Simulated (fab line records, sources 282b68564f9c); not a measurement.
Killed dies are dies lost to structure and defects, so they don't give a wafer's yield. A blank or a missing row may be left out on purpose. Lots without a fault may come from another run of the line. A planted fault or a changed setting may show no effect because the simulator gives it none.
fab line records | flow rit_cmos
record lots=5 wafers=23
route steps=202 shown ACTIVE@2 FOX2@25 NRETRO@54 GATE@84 REOX@101 NLDD@111 PLDD@122 SPACER@125 NSD@139 PSD@144 M1@202
start_h: hours from the record's first day to the start of the lot's first wafer shown | wait_h: hours since the lot's step before | " the same as in the row above | L1.1+2: a row that stands for several wafers | - no value, or no start given | * or withheld: withheld | < > ~ a bound
route shown NAME@n: a module of which the file shows steps, and the number in the route of the first | usual: mean/standard deviation of fault-free wafers | same: alike in all rows | chamber/n: place in a boat | sites: the reading at each site | _std_site: their standard deviation | _edge_site: outer sites' mean less inner sites' | radius_mm: how far each site lies from the wafer's centre | mask NAME#n: copy n | behind: the tool/chamber that last shaped the wafer | hold: why the lot was held/for how many hours/how that ended | device: the transistor (n, p or np) that didn't switch | end of line: the same wafers' tests at the end of the route | a step without rows: its recipe alone | killed: dies lost to structure and defects at the first sort, not the wafer's yield | map: a wafer's dies, x killed, . not, _ none there
set.NAME: the setting as run; set.NAME@STEP: as run at that earlier step | model.NAME: the simulator's own value behind a step, which no gauge read
lots whose settings were changed on purpose; a table a step, a row a wafer
## steps
# step RIT_ACTIVE_OXIDATION_01
# recipe temp_c=1000 ambient=O2 target_thk_a=468 ox_time_s=3360
# columns lot.wafer tool chamber start_h wait_h set.temp_c model.SiO2_of_ACTIVE_OXIDATION_01.thk_nm
L078.2 furnace-03 0 30.97 0.9 1000 47.38
L078.4 " 0 " " 1000 47.98
L078.6 " 0 " " 1000 47.28
L079.2 - - - 0.1 1000 46.49
L079.3 " - " " 1000 46.63
L079.4 " - " " 1000 47.16
L079.5 " - " " 1000 46.68
L079.6 " - " " 1000 46.35
L081.1 - - - 0.1 990.9 41.12
L081.2 " - " " 990.9 41.76
L081.3 " - " " 990.9 42.46
L081.5 " - " " 990.9 41.6
L081.6 " - " " 990.9 41.7
L082.2 - - - 0.3 1022 57.47
L082.3 " - " " 1022 57.42
L082.4 " - " " 1022 57.99
L082.5 " - " " 1022 57.56
L082.6 " - " " 1022 57.86
L084.1 - - - 0.1 1000 47.72
L084.2 " - " " 1000 47.59
L084.4 " - " " 1000 48.05
L084.5 " - " " 1000 47.91
L084.6 " - " " 1000 46.81
# step RIT_ACTIVE_THK_MEAS_02
# recipe reads=SiO2_of_ACTIVE_OXIDATION_01
# usual ACTIVE_OXIDE_THK=46.7/0.68
# columns lot.wafer tool chamber start_h wait_h set.temp_c@ACTIVE_OXIDATION_01 ACTIVE_OXIDE_THK[nm]
L078.2 film_metro-02 - 32.92 0.0 1000 47.4
L078.4 " - " " 1000 48.0
L078.6 " - " " 1000 47.3
L079.2 film_metro-01 - - - 1000 46.5
L079.3 " - " " 1000 46.7
L079.4 " - " " 1000 47.2
L079.5 " - " " 1000 46.7
L079.6 " - " " 1000 46.3
L081.1 film_metro-02 - - - 990.9 41.2
L081.2 " - " " 990.9 41.7
L081.3 " - " " 990.9 42.4
L081.5 " - " " 990.9 41.6
L081.6 " - " " 990.9 41.7
L082.2 film_metro-03 - - - 1022 57.5
L082.3 " - " " 1022 57.4
L082.4 " - " " 1022 58.0
L082.5 " - " " 1022 57.5
L082.6 " - " " 1022 57.9
L084.1 film_metro-01 - - - 1000 47.7
L084.2 " - " " 1000 47.6
L084.4 " - " " 1000 48.0
L084.5 " - " " 1000 47.9
L084.6 " - " " 1000 46.7
# step RIT_ACTIVE_ETCH_13
# recipe stop_on=SiO2 chemistry=SF6 target=Si3N4 time_s=210 over_etch_frac=0.4 SF6_flow_sccm=200 pressure_mtorr=260 rf_w=125 target_depth_a=2100
# usual oes_product_au=0.818/0.014
# columns lot.wafer tool chamber start_h wait_h set.time_s set.temp_c@ACTIVE_OXIDATION_01 oes_product_au model.NOVOLAK_of_ACTIVE_COAT_06.thk_nm model.SiO2_of_ACTIVE_OXIDATION_01.thk_nm
L078.2 rie_diel-03 1 35.99 0.1 210 1000 0.818 643.6 46.44
L078.4 " 0 " " 210 1000 0.824 655.4 47.87
L078.6 " 0 " " 210 1000 0.834 650.2 47.17
L079.2 rie_diel-01 0 39.71 0.1 210 1000 0.821 651.2 45.5
L079.3 " 3 " " 210 1000 0.811 662 46.6
L079.4 " 2 " " 210 1000 0.825 659.8 47.1
L079.5 " 0 " " 210 1000 0.814 657.2 45.71
L079.6 " 1 " " 210 1000 0.857 655.9 45.95
L081.1 rie_diel-03 1 50.42 0.1 210 990.9 0.817 653.3 40.18
L081.2 " 2 " " 210 990.9 0.808 659.8 41.76
L081.3 " 3 " " 179.2 990.9 0.906 688.3 42.46
L081.5 " 3 " " 179.2 990.9 0.897 689.5 41.6
L081.6 " 1 " " 179.2 990.9 0.901 688.6 41.7
L082.2 rie_diel-01 3 55.05 0.1 210 1022 0.808 654.5 57.44
L082.3 " 1 " " 181.4 1022 0.920 683.5 57.42
L082.4 " 0 " " 181.4 1022 0.882 683.1 57.99
L082.5 " 2 " " 181.4 1022 0.878 690.3 57.56
L082.6 " 1 " " 210 1022 0.838 655.3 57.47
L084.1 rie_diel-01 0 64.83 0.1 210 1000 0.808 652.6 46.73
L084.2 " 2 " " 210 1000 0.802 658.9 47.53
L084.4 " 1 " " 210 1000 0.855 656.5 47.65
L084.5 " 3 " " 210 1000 0.811 656.1 47.88
L084.6 " 2 " " 210 1000 0.808 658.5 46.75
# step RIT_ACTIVE_STRIP_14
# recipe chemistry=O2 time_s=180 resist=NOVOLAK platen_temp_c=withheld power_w=500 pressure_mtorr=4000 o2_flow_sccm=4000
# step RIT_FOX2_CLEAN_02
# recipe chemistry=dHF dilution=50:1 time_s=180
# step RIT_FOX2_WET_ETCH_03
# recipe chemistry=H3PO4 target=Si3N4 target_depth_nm=195 temp_c=165 time_s=2700
# columns lot.wafer tool chamber start_h wait_h set.temp_c@ACTIVE_OXIDATION_01 model.SiO2_of_ACTIVE_OXIDATION_01.thk_nm
L078.2 wet_bench-02 3 39.73 0.0 1000 41.29
L078.4 " 3 " " 1000 42.55
L078.6 " 3 " " 1000 41.89
L079.2 wet_bench-02 0 43.46 0.0 1000 40.29
L079.3 " 0 " " 1000 41.23
L079.4 " 0 " " 1000 41.65
L079.5 " 0 " " 1000 40.46
L079.6 " 0 " " 1000 40.67
L081.1 wet_bench-03 1 54.17 0.0 990.9 35.85
L081.2 " 1 " " 990.9 37.25
L081.3 " 1 " " 990.9 37.89
L081.5 " 1 " " 990.9 37.11
L081.6 " 1 " " 990.9 37.2
L082.2 wet_bench-03 3 59.52 0.0 1022 50.9
L082.3 " 3 " " 1022 50.94
L082.4 " 3 " " 1022 51.42
L082.5 " 3 " " 1022 51.04
L082.6 " 3 " " 1022 50.95
L084.1 wet_bench-03 2 68.70 0.0 1000 41.59
L084.2 " 2 " " 1000 42.31
L084.4 " 2 " " 1000 42.39
L084.5 " 2 " " 1000 42.6
L084.6 " 2 " " 1000 41.58
# step RIT_NRETRO_COAT_01
# recipe resist=NOVOLAK spin_rpm=2000 resist_thk_nm=1300
# columns lot.wafer tool chamber start_h wait_h set.resist_thk_nm model.NOVOLAK_of_NRETRO_COAT_01.thk_nm
L078.2 litho_track-02 0 49.42 0.1 1300 1302
L078.4 " 0 " " 1300 1301
L078.6 " 0 " " 1300 1306
L079.2 litho_track-03 0 53.28 0.1 1227 1229
L079.3 " 0 " " 1227 1228
L079.4 " 0 " " 1300 1299
L079.5 " 0 " " 1300 1300
L079.6 " 0 " " 1300 1302
L081.1 litho_track-02 0 63.90 0.1 1329 1340
L081.2 " 0 " " 1300 1307
L081.3 " 0 " " 1329 1335
L081.5 " 0 " " 1300 1303
L081.6 " 0 " " 1329 1332
L082.2+4 litho_track-03 0 69.26 0.1 1260 1260
L082.3 " 0 " " 1300 1300
L082.5 " 0 " " 1300 1298
L082.6 " 0 " " 1300 1302
L084.1+4+5 litho_track-04 0 79.53 0.1 1300 1298
L084.2 " 0 " " 1300 1301
L084.6 " 0 " " 1300 1300
# step RIT_NRETRO_DEVELOP_05
# recipe resist=NOVOLAK develop_time_s=68 dev_temp_c=23
# columns lot.wafer tool chamber start_h wait_h set.develop_time_s
L078.2+4+6 litho_track-03 0 - - 68
L079.2+3+4 litho_track-04 0 - - 68
L079.5+6 " 0 " " 71.1
L081.1+2+6 litho_track-04 0 - - 72.68
L081.3+5 " 0 " " 68
L082.2+5+6 litho_track-03 0 - - 68
L082.3+4 " 0 " " 77.94
L084.1+2+4+5+6 litho_track-03 0 - - 68
# step RIT_NRETRO_HARDBAKE_07
# recipe resist=NOVOLAK temp_c=140 time_s=120
# columns lot.wafer tool chamber start_h wait_h set.resist_thk_nm@NRETRO_COAT_01 model.NOVOLAK_of_NRETRO_COAT_01.thk_nm
L078.2 litho_track-03 0 50.21 0.1 1300 1139
L078.4 " 0 " " 1300 1138
L078.6 " 0 " " 1300 1142
L079.2 litho_track-02 0 54.19 0.1 1227 1076
L079.3 " 0 " " 1227 1075
L079.4 " 0 " " 1300 1136
L079.5 " 0 " " 1300 1137
L079.6 " 0 " " 1300 1139
L081.1 litho_track-04 0 64.79 0.0 1329 1171
L081.2 " 0 " " 1300 1143
L081.3 " 0 " " 1329 1167
L081.5 " 0 " " 1300 1139
L081.6 " 0 " " 1329 1164
L082.2+4 litho_track-04 0 70.16 0.1 1260 1102
L082.3 " 0 " " 1300 1137
L082.5 " 0 " " 1300 1135
L082.6 " 0 " " 1300 1139
L084.1+4+5 litho_track-04 0 80.42 0.0 1300 1135
L084.2 " 0 " " 1300 1138
L084.6 " 0 " " 1300 1137
# step RIT_GATE_CVD_08
# recipe material=poly-Si target_thk_nm=250 temp_c=610 precursor=SiH4 time_s=2220 pressure_mtorr=300 sih4_flow_sccm=100
# columns lot.wafer tool chamber start_h wait_h set.sih4_flow_sccm model.poly-Si_of_GATE_CVD_08.thk_nm
L078.2 lpcvd-01 1 54.25 0.0 100 253.1
L078.4 " 1 " " 100 251.9
L078.6 " 1 " " 100 251.3
L079.2+4 - - - 0.0 95 237.6
L079.3 " - " " 95 239.7
L079.5 " - " " 95 239.8
L079.6 " - " " 95 237.2
L081.1 - - - 0.2 92.61 232.7
L081.2 " - " " 92.61 231.4
L081.3 " - " " 92.61 233.1
L081.5 " - " " 92.61 234.4
L081.6 " - " " 92.61 232.3
L082.2 - - - 2.7 109 275.1
L082.3 " - " " 109 276
L082.4 " - " " 109 275.3
L082.5 " - " " 109 276.8
L082.6 " - " " 109 273.8
L084.1 - - - 0.1 109.2 272
L084.2 " - " " 109.2 272.7
L084.4 " - " " 109.2 274
L084.5 " - " " 109.2 275.7
L084.6 " - " " 109.2 272.8
# step RIT_GATE_THK_MEAS_09
# recipe reads=poly-Si_of_GATE_CVD_08
# usual GATE_POLY_THK=251.0/1.8
# columns lot.wafer tool chamber start_h wait_h set.sih4_flow_sccm@GATE_CVD_08 GATE_POLY_THK[nm]
L078.2 film_metro-02 - 56.72 0.0 100 252.9
L078.4 " - " " 100 251.8
L078.6 " - " " 100 251.1
L079.2 film_metro-02 - - - 95 237.8
L079.3 " - " " 95 239.7
L079.4 " - " " 95 237.8
L079.5 " - " " 95 239.6
L079.6 " - " " 95 237.2
L081.1 film_metro-02 - - - 92.61 232.5
L081.2 " - " " 92.61 231.2
L081.3 " - " " 92.61 233.2
L081.5 " - " " 92.61 234.5
L081.6 " - " " 92.61 232.5
L082.2 film_metro-02 - - - 109 275.0
L082.3 " - " " 109 276.0
L082.4 " - " " 109 275.6
L082.5 " - " " 109 276.7
L082.6 " - " " 109 273.9
L084.1 film_metro-02 - - - 109.2 272.1
L084.2 " - " " 109.2 272.7
L084.4 " - " " 109.2 273.9
L084.5 " - " " 109.2 275.8
L084.6 " - " " 109.2 272.9
# step RIT_GATE_DEVELOP_15
# recipe resist=NOVOLAK develop_time_s=50 dev_temp_c=23
# columns lot.wafer tool chamber start_h wait_h set.dev_temp_c
L078.2+4+6 litho_track-02 0 - - 23
L079.2+4+6 litho_track-04 0 - - 20.17
L079.3+5 " 0 " " 23
L081.1+3 litho_track-02 0 - - 23
L081.2+5+6 " 0 " " 20.17
L082.2+3+5 litho_track-01 0 - - 23
L082.4+6 " 0 " " 19.64
L084.1+4+6 litho_track-02 0 - - 23
L084.2+5 " 0 " " 19.76
# step RIT_GATE_HARDBAKE_18
# recipe resist=NOVOLAK temp_c=140 time_s=60
# step RIT_GATE_ETCH_19
# recipe chemistry=SF6/CHF3/O2 time_s=165 SF6_flow_sccm=30 CHF3_flow_sccm=30 O2_flow_sccm=5 target=poly-Si pressure_mtorr=40 rf_w=160 target_depth_a=3125 over_etch_frac=0.25 stop_on=SiO2
# usual oes_product_au=0.844/0.0083
# columns lot.wafer tool chamber start_h wait_h set.sih4_flow_sccm@GATE_CVD_08 oes_product_au
L078.2 rie_si-02 2 58.05 0.1 100 0.855
L078.4 " 1 " " 100 0.859
L078.6 " 3 " " 100 0.840
L079.2 rie_si-01 0 61.30 0.1 95 0.821
L079.3 " 3 " " 95 0.812
L079.4 " 1 " " 95 0.820
L079.5 " 1 " " 95 0.825
L079.6 " 0 " " 95 0.823
L081.1 rie_si-01 1 72.94 0.1 92.61 0.807
L081.2 " 0 " " 92.61 0.799
L081.3 " 2 " " 92.61 0.804
L081.5 " 0 " " 92.61 0.810
L081.6 " 1 " " 92.61 0.805
L082.2 rie_si-02 3 81.03 0.1 109 0.891
L082.3 " 1 " " 109 0.907
L082.4 " 3 " " 109 0.896
L082.5 " 1 " " 109 0.913
L082.6 " 0 " " 109 0.896
L084.1 rie_si-02 3 88.18 0.1 109.2 0.884
L084.2 " 1 " " 109.2 0.917
L084.4 " 0 " " 109.2 0.886
L084.5 " 3 " " 109.2 0.900
L084.6 " 1 " " 109.2 0.916
# step RIT_REOX_OXIDATION_03
# recipe temp_c=900 ambient=O2 target_thk_a=252 ox_time_s=5580
# columns lot.wafer tool chamber start_h wait_h set.temp_c set.sih4_flow_sccm@GATE_CVD_08 model.poly-Si_of_GATE_CVD_08.thk_nm model.SiO2_of_REOX_OXIDATION_03.thk_nm
L078.2 furnace-03 0 58.82 0.0 900 100 236 25.11
L078.4 " 0 " " 900 100 234.8 24.96
L078.6 " 0 " " 900 100 234.2 24.77
L079.2 - - - 0.0 873.5 95 223.6 19.64
L079.3 " - " " 873.5 95 225.7 19.52
L079.4 " - " " 873.5 95 223.6 19.61
L079.5 " - " " 873.5 95 225.8 19.42
L079.6 " - " " 873.5 95 223.2 19.13
L081.1 - - - 0.4 916.5 92.61 213.1 29.92
L081.2 " - " " 916.5 92.61 211.8 30.06
L081.3 " - " " 916.5 92.61 213.5 30.05
L081.5 " - " " 916.5 92.61 214.8 29.43
L081.6 " - " " 916.5 92.61 212.7 30.33
L082.2 - - - 0.2 909.8 109 256.7 28.35
L082.3 " - " " 909.8 109 257.6 28.19
L082.4 " - " " 909.8 109 257 28.07
L082.5 " - " " 909.8 109 258.4 28.14
L082.6 " - " " 909.8 109 255.4 27.97
L084.1 - - - 0.5 874.4 109.2 257.9 19.3
L084.2 " - " " 874.4 109.2 258.6 19.41
L084.4 " - " " 874.4 109.2 259.9 19.12
L084.5 " - " " 874.4 109.2 261.6 19.22
L084.6 " - " " 874.4 109.2 258.7 19.21
# step RIT_REOX_THK_MEAS_04
# recipe reads=SiO2_of_REOX_OXIDATION_03
# usual REOX_OXIDE_THK=25.34/0.27
# columns lot.wafer tool chamber start_h wait_h set.temp_c@REOX_OXIDATION_03 REOX_OXIDE_THK[nm]
L078.2 film_metro-01 - 61.38 0.0 900 25.12
L078.4 " - " " 900 24.96
L078.6 " - " " 900 24.78
L079.2 film_metro-03 - - - 873.5 19.65
L079.3 " - " " 873.5 19.48
L079.4 " - " " 873.5 19.66
L079.5 " - " " 873.5 19.39
L079.6 " - " " 873.5 19.12
L081.1 film_metro-01 - - - 916.5 29.88
L081.2 " - " " 916.5 30.01
L081.3 " - " " 916.5 30.06
L081.5 " - " " 916.5 29.37
L081.6 " - " " 916.5 30.36
L082.2 film_metro-01 - - - 909.8 28.34
L082.3 " - " " 909.8 28.13
L082.4 " - " " 909.8 28.11
L082.5 " - " " 909.8 28.18
L082.6 " - " " 909.8 27.99
L084.1 film_metro-03 - - - 874.4 19.33
L084.2 " - " " 874.4 19.43
L084.4 " - " " 874.4 19.16
L084.5 " - " " 874.4 19.24
L084.6 " - " " 874.4 19.17
# step RIT_NLDD_IMPLANT_08
# recipe species=P energy_kev=20 dose_cm2=5e+14 tilt_deg=7
# columns lot.wafer tool chamber start_h wait_h set.energy_kev model.implant.rp_nm model.implant.drp_nm
L078.2+4+6 implanter-01 0 62.62 0.1 20 27.49 12.97
L079.2+6 implanter-01 0 65.97 0.1 20 29.2 12.97
L079.3+4+5 " 0 " " 20.31 29.5 13.09
L081.1+5+6 implanter-02 0 77.81 0.1 21.06 29.7 13.38
L081.2+3 " 0 " " 20 28.68 12.97
L082.2+3+6 implanter-01 0 85.85 0.1 19.61 27.73 12.82
L082.4+5 " 0 " " 20 28.11 12.97
L084.1+2+5 implanter-01 0 93.28 0.1 21.08 29.26 13.39
L084.4+6 " 0 " " 20 28.24 12.97
# step RIT_PLDD_IMPLANT_08
# recipe species=BF2 energy_kev=20 dose_cm2=9e+14 tilt_deg=7
# columns lot.wafer tool chamber start_h wait_h set.dose_cm2
L078.2+4+6 implanter-02 0 64.16 0.1 9e+14
L079.2+5+6 implanter-01 0 67.61 0.1 8.685e+14
L079.3+4 " 0 " " 9e+14
L081.1+3+6 implanter-01 0 79.36 0.1 9.534e+14
L081.2+5 " 0 " " 9e+14
L082.2+3+4 implanter-04 0 87.46 0.1 8.82e+14
L082.5+6 " 0 " " 9e+14
L084.1+2+4+5+6 implanter-04 0 94.96 0.1 9e+14
# step RIT_PLDD_STRIP_09
# recipe chemistry=O2 time_s=180 resist=NOVOLAK platen_temp_c=withheld power_w=500 pressure_mtorr=4000 o2_flow_sccm=4000
# step RIT_SPACER_CLEAN_00
# recipe chemistry=SC1 mix=3:3:50 time_s=600 temp_c=75
# columns lot.wafer tool chamber start_h wait_h set.temp_c@REOX_OXIDATION_03 model.SiO2_of_REOX_OXIDATION_03.thk_nm
L078.2 wet_bench-01 3 64.52 0.0 900 23.21
L078.4 " 3 " " 900 23.05
L078.6 " 3 " " 900 22.87
L079.2 wet_bench-01 2 67.97 0.0 873.5 18.12
L079.3 " 2 " " 873.5 18.02
L079.4 " 2 " " 873.5 18.1
L079.5 " 2 " " 873.5 17.94
L079.6 " 2 " " 873.5 17.67
L081.1 wet_bench-03 0 79.74 0.1 916.5 27.57
L081.2 " 0 " " 916.5 27.71
L081.3 " 0 " " 916.5 27.7
L081.5 " 0 " " 916.5 27.13
L081.6 " 0 " " 916.5 27.97
L082.2 wet_bench-02 2 87.82 0.0 909.8 26.19
L082.3 " 2 " " 909.8 26.04
L082.4 " 2 " " 909.8 25.92
L082.5 " 2 " " 909.8 26
L082.6 " 2 " " 909.8 25.84
L084.1 wet_bench-03 2 95.34 0.1 874.4 17.82
L084.2 " 2 " " 874.4 17.93
L084.4 " 2 " " 874.4 17.66
L084.5 " 2 " " 874.4 17.74
L084.6 " 2 " " 874.4 17.75
# step RIT_NSD_IMPLANT_08
# recipe species=P energy_kev=25 dose_cm2=1e+15 tilt_deg=7
# columns lot.wafer tool chamber start_h wait_h set.dose_cm2
L078.2+4+6 implanter-03 0 68.24 0.1 1e+15
L079.2+3+6 implanter-02 0 71.69 0.1 1e+15
L079.4+5 " 0 " " 1.022e+15
L081.1+2 implanter-04 0 83.27 0.1 1.048e+15
L081.3+5+6 " 0 " " 1e+15
L082.2+3+4+5+6 implanter-03 0 92.46 0.1 1e+15
L084.1+2+4+5+6 implanter-03 0 100.09 0.1 1e+15
# step RIT_PSD_SOFTBAKE_02
# recipe resist=NOVOLAK temp_c=90 time_s=60
# columns lot.wafer tool chamber start_h wait_h set.temp_c
L078.2+4+6 litho_track-02 0 68.92 0.1 90
L079.2+3+4+5+6 litho_track-01 0 72.55 0.1 90
L081.1+5 litho_track-04 0 83.96 0.1 88.37
L081.2+3+6 " 0 " " 90
L082.2+6 litho_track-01 0 93.14 0.1 86.32
L082.3+4+5 " 0 " " 90
L084.1+2 litho_track-04 0 100.77 0.1 90
L084.4+5+6 " 0 " " 88.44
# step RIT_PSD_EXPOSE_03
# recipe mask_id=M10 na=0.57 target_cd_nm=40900 dose_mj=250
# step RIT_PSD_PEB_04
# recipe resist=NOVOLAK temp_c=withheld time_s=withheld
# step RIT_PSD_DEVELOP_05
# recipe resist=NOVOLAK develop_time_s=50 dev_temp_c=23
# columns lot.wafer tool chamber start_h wait_h set.temp_c@PSD_SOFTBAKE_02 model.NOVOLAK_of_PSD_COAT_01.thk_nm
L078.2 litho_track-04 0 - - 90 1003
L078.4 " 0 " " 90 1004
L078.6 " 0 " " 90 1005
L079.2 litho_track-01 0 - - 90 995.2
L079.3 " 0 " " 90 997.7
L079.4 " 0 " " 90 997.6
L079.5 " 0 " " 90 996.6
L079.6 " 0 " " 90 996.2
L081.1 litho_track-02 0 - - 88.37 1002
L081.2 " 0 " " 90 999.5
L081.3 " 0 " " 90 999
L081.5 " 0 " " 88.37 1001
L081.6 " 0 " " 90 1002
L082.2 litho_track-02 0 - - 86.32 1008
L082.3 " 0 " " 90 999.7
L082.4 " 0 " " 90 1001
L082.5 " 0 " " 90 1002
L082.6 " 0 " " 86.32 1009
L084.1+2 litho_track-04 0 - - 90 1002
L084.4 " 0 " " 88.44 1004
L084.5 " 0 " " 88.44 1006
L084.6 " 0 " " 88.44 1003
# step RIT_M1_PROBE_99
# columns lot.wafer tool chamber start_h wait_h set.dev_temp_c@GATE_DEVELOP_15 set.temp_c@REOX_OXIDATION_03 model.etest.nmos_0p15.drive_ua_um model.etest.nmos_0p15.r_on_ohm_um model.etest.nmos_0p3.r_on_ohm_um model.etest.pldd.rs_ohm_sq model.etest.pmos_0p15.drive_ua_um model.etest.pmos_0p15.r_on_ohm_um model.etest.pmos_0p3.r_on_ohm_um model.etest.pmos_turned.r_on_ohm_um
L078.2 prober-01 - 78.07 0.1 23 900 477.9 1152 2189 497.9 267 2682 6140 3349
L078.4 prober-01 - 78.17 0.2 23 900 470.9 1144 2143 489.7 269.1 2658 6087 3296
L078.6 prober-01 - 78.27 0.2 23 900 472.7 1150 2150 482 267.6 2687 6085 3293
L079.2 prober-02 - 81.79 0.1 20.17 873.5 599.8 905.5 1945 341.2 354.1 2068 5494 2510
L079.3 prober-02 - 81.84 0.2 23 873.5 492.2 1032 2073 331.3 290.9 2452 5852 2881
L079.4 prober-02 - 81.89 0.2 20.17 873.5 592.3 923.5 1925 332.2 360.6 2074 5407 2469
L079.5 prober-02 - 81.94 0.2 23 873.5 498.8 1021 2057 335.8 290.5 2462 5891 2895
L079.6 prober-02 - 81.99 0.2 20.17 873.5 603.1 900.3 1915 328.3 366.6 2032 5327 2427
L081.1 prober-02 - 93.67 0.1 23 916.5 452.2 1205 2175 809.5 223.8 3233 6567 4291
L081.2 prober-02 - 93.72 0.1 20.17 916.5 490.1 1155 2162 870.2 247.3 2996 6397 4141
L081.3 prober-02 - 93.77 0.2 23 916.5 427.9 1265 2245 822.6 219.7 3257 6632 4361
L081.5 prober-02 - 93.87 0.2 20.17 916.5 531.2 1077 2054 799 265.8 2809 6173 3835
L081.6 prober-02 - 93.92 0.2 20.17 916.5 513.9 1135 2126 858.1 253 2924 6312 4080
L082.2 prober-01 - 103.72 0.1 23 909.8 395.7 1332 2452 831.2 203.5 3456 7089 5050
L082.3 prober-01 - 103.77 0.2 23 909.8 400.2 1301 2403 808.9 211.9 3330 6921 4921
L082.4 prober-01 - 103.82 0.2 19.64 909.8 498.6 1148 2244 793.1 259.7 2873 6449 4395
L082.5 prober-01 - 103.87 0.2 23 909.8 408.4 1279 2412 783.5 213.5 3319 6954 4804
L082.6 prober-01 - 103.92 0.2 19.64 909.8 501.5 1154 2273 776.7 265 2827 6432 4243
L084.1 prober-01 - 109.94 0.1 23 874.4 486.1 1050 2108 313.9 299.6 2394 5882 2894
L084.2 prober-01 - 109.99 0.1 19.76 874.4 602.3 900.5 1984 313.9 382.5 1945 5446 2488
L084.4 prober-01 - 110.09 0.2 23 874.4 501.4 1034 2076 308.5 310.9 2342 5781 2854
L084.5 prober-01 - 110.14 0.2 19.76 874.4 602.9 877.1 1926 310.5 395 1881 5312 2430
L084.6 prober-01 - 110.19 0.2 23 874.4 509.8 1023 2078 309.5 310.2 2318 5842 2853
# killed by level:class
L078.2 FOX2:geometric_particle:short=1 SPACER:geometric_particle:short=1 CONTACT:geometric_particle:short=1
L078.4 FOX2:geometric_particle:short=2 GATE:geometric_particle:short=1 REOX:geometric_particle:open=1 SPACER:geometric_particle:open=1 SPACER:geometric_particle:short=1 SILICIDE:geometric_particle:open=1 SILICIDE:geometric_particle:short=1
L078.6 FOX1:geometric_particle:short=2 FOX1:geometric_particle:open=1 GATE:geometric_particle:open=1
## key
split step=RIT_ACTIVE_OXIDATION_01 setting=temp_c stated=1000 by=lot
response step=RIT_ACTIVE_OXIDATION_01 reading=model.SiO2_of_ACTIVE_OXIDATION_01.thk_nm change=+5.01 per=1% r=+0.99
response step=RIT_ACTIVE_THK_MEAS_02 reading=ACTIVE_OXIDE_THK change=+5.01 per=1% r=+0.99
response step=RIT_ACTIVE_ETCH_13 reading=model.SiO2_of_ACTIVE_OXIDATION_01.thk_nm change=+5.07 per=1% r=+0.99
response step=RIT_FOX2_WET_ETCH_03 reading=model.SiO2_of_ACTIVE_OXIDATION_01.thk_nm change=+4.44 per=1% r=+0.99
split step=RIT_ACTIVE_ETCH_13 setting=time_s stated=210 by=wafer
response step=RIT_ACTIVE_ETCH_13 reading=oes_product_au change=-0.00564 per=1% r=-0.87
response step=RIT_ACTIVE_ETCH_13 reading=model.NOVOLAK_of_ACTIVE_COAT_06.thk_nm change=-2.22 per=1% r=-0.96
split step=RIT_NRETRO_COAT_01 setting=resist_thk_nm stated=1300 by=wafer
response step=RIT_NRETRO_COAT_01 reading=model.NOVOLAK_of_NRETRO_COAT_01.thk_nm change=+13 per=1% r=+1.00
response step=RIT_NRETRO_HARDBAKE_07 reading=model.NOVOLAK_of_NRETRO_COAT_01.thk_nm change=+11.2 per=1% r=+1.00
split step=RIT_NRETRO_DEVELOP_05 setting=develop_time_s stated=68 by=wafer
response none clear
split step=RIT_GATE_CVD_08 setting=sih4_flow_sccm stated=100 by=lot
response step=RIT_GATE_CVD_08 reading=model.poly-Si_of_GATE_CVD_08.thk_nm change=+2.53 per=1% r=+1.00
response step=RIT_GATE_THK_MEAS_09 reading=GATE_POLY_THK change=+2.54 per=1% r=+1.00
response step=RIT_GATE_ETCH_19 reading=oes_product_au change=+0.00575 per=1% r=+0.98
response step=RIT_REOX_OXIDATION_03 reading=model.poly-Si_of_GATE_CVD_08.thk_nm change=+2.6 per=1% r=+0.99
split step=RIT_GATE_DEVELOP_15 setting=dev_temp_c stated=23 by=wafer
response step=RIT_M1_PROBE_99 reading=model.etest.pmos_0p3.r_on_ohm_um change=+33.4 per=1% r=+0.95
response step=RIT_M1_PROBE_99 reading=model.etest.pmos_0p15.r_on_ohm_um change=+31.9 per=1% r=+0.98
response step=RIT_M1_PROBE_99 reading=model.etest.nmos_0p15.r_on_ohm_um change=+9.99 per=1% r=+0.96
response step=RIT_M1_PROBE_99 reading=model.etest.nmos_0p15.drive_ua_um change=-7.06 per=1% r=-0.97
response step=RIT_M1_PROBE_99 reading=model.etest.pmos_turned.r_on_ohm_um change=+32.9 per=1% r=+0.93
response step=RIT_M1_PROBE_99 reading=model.etest.nmos_0p3.r_on_ohm_um change=+9.96 per=1% r=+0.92
response step=RIT_M1_PROBE_99 reading=model.etest.pmos_0p15.drive_ua_um change=-4.47 per=1% r=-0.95
split step=RIT_REOX_OXIDATION_03 setting=temp_c stated=900 by=lot
response step=RIT_REOX_OXIDATION_03 reading=model.SiO2_of_REOX_OXIDATION_03.thk_nm change=+2.21 per=1% r=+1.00
response step=RIT_REOX_THK_MEAS_04 reading=REOX_OXIDE_THK change=+2.21 per=1% r=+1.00
response step=RIT_SPACER_CLEAN_00 reading=model.SiO2_of_REOX_OXIDATION_03.thk_nm change=+2.04 per=1% r=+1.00
response step=RIT_M1_PROBE_99 reading=model.etest.pldd.rs_ohm_sq change=+109 per=1% r=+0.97
split step=RIT_NLDD_IMPLANT_08 setting=energy_kev stated=20 by=wafer
response step=RIT_NLDD_IMPLANT_08 reading=model.implant.rp_nm change=+0.191 per=1% r=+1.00
response step=RIT_NLDD_IMPLANT_08 reading=model.implant.drp_nm change=+0.0775 per=1% r=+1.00
split step=RIT_PLDD_IMPLANT_08 setting=dose_cm2 stated=9e+14 by=wafer
response none in this file
split step=RIT_NSD_IMPLANT_08 setting=dose_cm2 stated=1e+15 by=wafer
response none in this file
split step=RIT_PSD_SOFTBAKE_02 setting=temp_c stated=90 by=wafer
response step=RIT_PSD_DEVELOP_05 reading=model.NOVOLAK_of_PSD_COAT_01.thk_nm change=-1.68 per=1% r=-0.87
